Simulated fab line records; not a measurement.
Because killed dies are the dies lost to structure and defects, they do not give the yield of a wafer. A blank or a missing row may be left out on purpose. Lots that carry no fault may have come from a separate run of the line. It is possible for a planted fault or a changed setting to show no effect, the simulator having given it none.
Split-lot experiment | flow ritCmos | 5 lots, 23 wafers read, on a route of 202 steps

## THE SPLIT ITSELF
At RIT_M1_EXPOSE_06 (exposes mask M12, target cd 2600 nm), the setting doseMj was moved away from the recipe's 250 on 6 of the 23 wafers read, by -6.5% to +3.0%. The other wafers ran this setting at the recipe's value.

## FROM THE SPLIT TO THE READING: what the file shows between them, 6 steps
- RIT_M1_PEB_07
- RIT_M1_DEVELOP_08: develop time 68 s
- RIT_M1_CD_MEAS_09: target cd 2600 nm
- RIT_M1_METAL_ETCH_12: etches Al in Cl2/BCl3, stops on SiO2, time 165 s, target depth 600 nm (also split here: overEtchFrac)
- RIT_M1_STRIP_13: strips in nmp, time 600 s
- RIT_M1_STRIP_14: strips in O2, time 180 s

## THE READING
At RIT_M1_CD_MEAS_90: cdNm in nanometres, against a target cd of 2600 nm. A value of 2601 nm with a standard deviation of 3.6 nm is what fault-free wafers of this fab line usually give.

wafer  | tool, chamber at the split | doseMj as run | against the recipe | cdNm, nm | against lot-mates on the recipe
L080.3 | ilineStepper-02, 0         | 250           | recipe             | 2599     | -
L080.4 | ilineStepper-02, 0         | 250           | recipe             | 2596     | -
L080.5 | ilineStepper-02, 0         | 250           | recipe             | 2599     | -
L081.1 | ilineStepper-02, 0         | 250           | recipe             | 2604     | -
L081.2 | ilineStepper-02, 0         | 243.9         | -2.4%              | 2609     | +7
L081.4 | ilineStepper-02, 0         | 243.9         | -2.4%              | 2610     | +8
L081.5 | ilineStepper-02, 0         | 250           | recipe             | 2603     | -
L081.6 | ilineStepper-02, 0         | 250           | recipe             | 2600     | -
L082.2 | ilineStepper-02, 0         | 250           | recipe             | 2604     | -
L082.3 | ilineStepper-02, 0         | 250           | recipe             | 2606     | -
L082.4 | ilineStepper-02, 0         | 250           | recipe             | 2607     | -
L082.5 | ilineStepper-02, 0         | 233.8         | -6.5%              | 2625     | +19
L082.6 | ilineStepper-02, 0         | 233.8         | -6.5%              | 2626     | +20
L083.1 | ilineStepper-01, 0         | 257.4         | +3.0%              | 2585     | -12
L083.2 | ilineStepper-01, 0         | 257.4         | +3.0%              | 2590     | -7
L083.3 | ilineStepper-01, 0         | 250           | recipe             | 2597     | -
L083.4 | ilineStepper-01, 0         | 250           | recipe             | 2595     | -
L083.6 | ilineStepper-01, 0         | 250           | recipe             | 2598     | -
L084.1 | ilineStepper-01, 0         | 250           | recipe             | 2602     | -
L084.2 | ilineStepper-01, 0         | 250           | recipe             | 2599     | -
L084.4 | ilineStepper-01, 0         | 250           | recipe             | 2602     | -
L084.5 | ilineStepper-01, 0         | 250           | recipe             | 2599     | -
L084.6 | ilineStepper-01, 0         | 250           | recipe             | 2598     | -

THE FIT
A straight line over all 23 wafers: cdNm changes by -3.95 nm for each +1% of doseMj; r = -0.94; the points scatter about the line by 3.2 nm.
The same after taking each lot's own level away (the mean of its wafers on the recipe; 23 wafers): -3.06 nm for each +1%; r = -0.98; scatter 1.6 nm.
On that fit, the largest move of doseMj shifts the reading by 20 nm.
From 2596.7 to 2605.7 nm: that is the span of the lots' own levels, equal to 2.5 times the standard deviation above.
Hence the slope depends on the lot-to-lot level, as the two fits are not the same.
Check: +20 nm against its lot-mates is what the line predicts for one of the wafers moved furthest among these (-6.5%) when that wafer is left out of the fit. It came out at +19.3 nm against them.

## FURTHER SPLITS ON THESE WAFERS
Before the reading, these wafers also passed through other splits. Each is held against what the fit with the lots' levels taken away leaves over:
other split on the same wafers      | wafers away from the commonest value | r with cdNm (lot level and that fit taken away)
RIT_SILICIDE_SPUTTER_01 timeS       | 11                                   | +0.23
RIT_CONTACT_CVD_00 timeS            | 10                                   | -0.25
RIT_CONTACT_DEVELOP_07 developTimeS | 11                                   | -0.07
RIT_CONTACT_ETCH_11 overEtchFrac    | 11                                   | -0.18
RIT_M1_METAL_ETCH_12 overEtchFrac   | 10                                   | -0.26

## THE WHOLE CHAIN: every reading that the file lists as answering this split, in the file's order
step                 | what it does                                                          | reading                                                  | change (the file's fit)              | r (the file's)
RIT_M1_DEVELOP_08    | develop time 68 s                                                     | M1.cdNm (the simulator's own value, which no gauge read) | -2.91 nm for each +1% of the setting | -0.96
RIT_M1_CD_MEAS_09    | target cd 2600 nm                                                     | cdNm                                                     | -2.96 nm for each +1% of the setting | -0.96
RIT_M1_METAL_ETCH_12 | etches Al in Cl2/BCl3, stops on SiO2, time 165 s, target depth 600 nm | M1.cdNm (the simulator's own value, which no gauge read) | -2.99 nm for each +1% of the setting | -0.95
RIT_M1_CD_MEAS_90    | target cd 2600 nm                                                     | cdNm                                                     | -3 nm for each +1% of the setting    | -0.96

## FILE'S OWN FIT
cdNm changes by -3 nm for each +1% of doseMj, r = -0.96.
